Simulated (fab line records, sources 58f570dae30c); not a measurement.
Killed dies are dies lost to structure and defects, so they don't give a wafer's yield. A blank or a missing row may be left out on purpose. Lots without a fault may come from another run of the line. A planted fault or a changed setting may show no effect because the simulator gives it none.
Chamber matching | flow berkeley_cmos170 | UCB170_V2_ETCH_14 on rie_diel-01: 4 sister chambers
The step etches SiO2 in CHF3/CF4/Ar, stops on Al, target depth 1250 nm, time 291 s. 8 wafers are shown with their chamber, then 7 later ones without.

WAFERS WITH THEIR CHAMBER
wafer  | chamber | drypump_motor_current_A (A) | throttle_valve_pct (%)
L111.5 | 1       | 5.8                         | 6.92
L112.4 | 2       | 5.3                         | 7.01
L112.5 | 3       | 5.9                         | 6.90
L115.2 | 2       | 5.3                         | 7.02
L115.4 | 0       | 5.6                         | 6.79
L115.5 | 1       | 5.8                         | 6.92
L117.1 | 0       | 5.6                         | 6.79
L117.3 | 3       | 6.0                         | 6.91

WAFERS WITHOUT THEIR CHAMBER
wafer  | drypump_motor_current_A (A) | throttle_valve_pct (%)
L117.4 | 5.3                         | 7.02
L118.1 | 5.3                         | 7.02
L118.2 | 5.6                         | 6.81
L118.6 | 5.8                         | 6.94
L125.3 | 5.3                         | 7.01
L125.4 | 5.8                         | 6.91
L125.5 | 5.3                         | 7.01

WHICH CHAMBER EACH WENT THROUGH
wafer  | from the rows above | in truth
L117.4 | 2                   | 2
L118.1 | 2                   | 2
L118.2 | 0                   | 0
L118.6 | 1                   | 1
L125.3 | 2                   | 2
L125.4 | 1                   | 1
L125.5 | 2                   | 2
Placed correctly: 7 of 7. Can't be placed from these rows: 0. Placed wrongly: 0.
How it was worked out, from the rows above alone: a wafer's distance from a chamber is the root of the sum, over the readings, of the square of ((its reading less the chamber's mean) divided by the reading's scatter). The wafer belongs to the nearest chamber; if the next one is less than 2 further off, it can't be placed. A chamber's mean is the mean of its shown wafers. The scatter: the root of (the sum of the squares of (reading less its chamber's mean) over the shown wafers, divided by (wafers less chambers)).
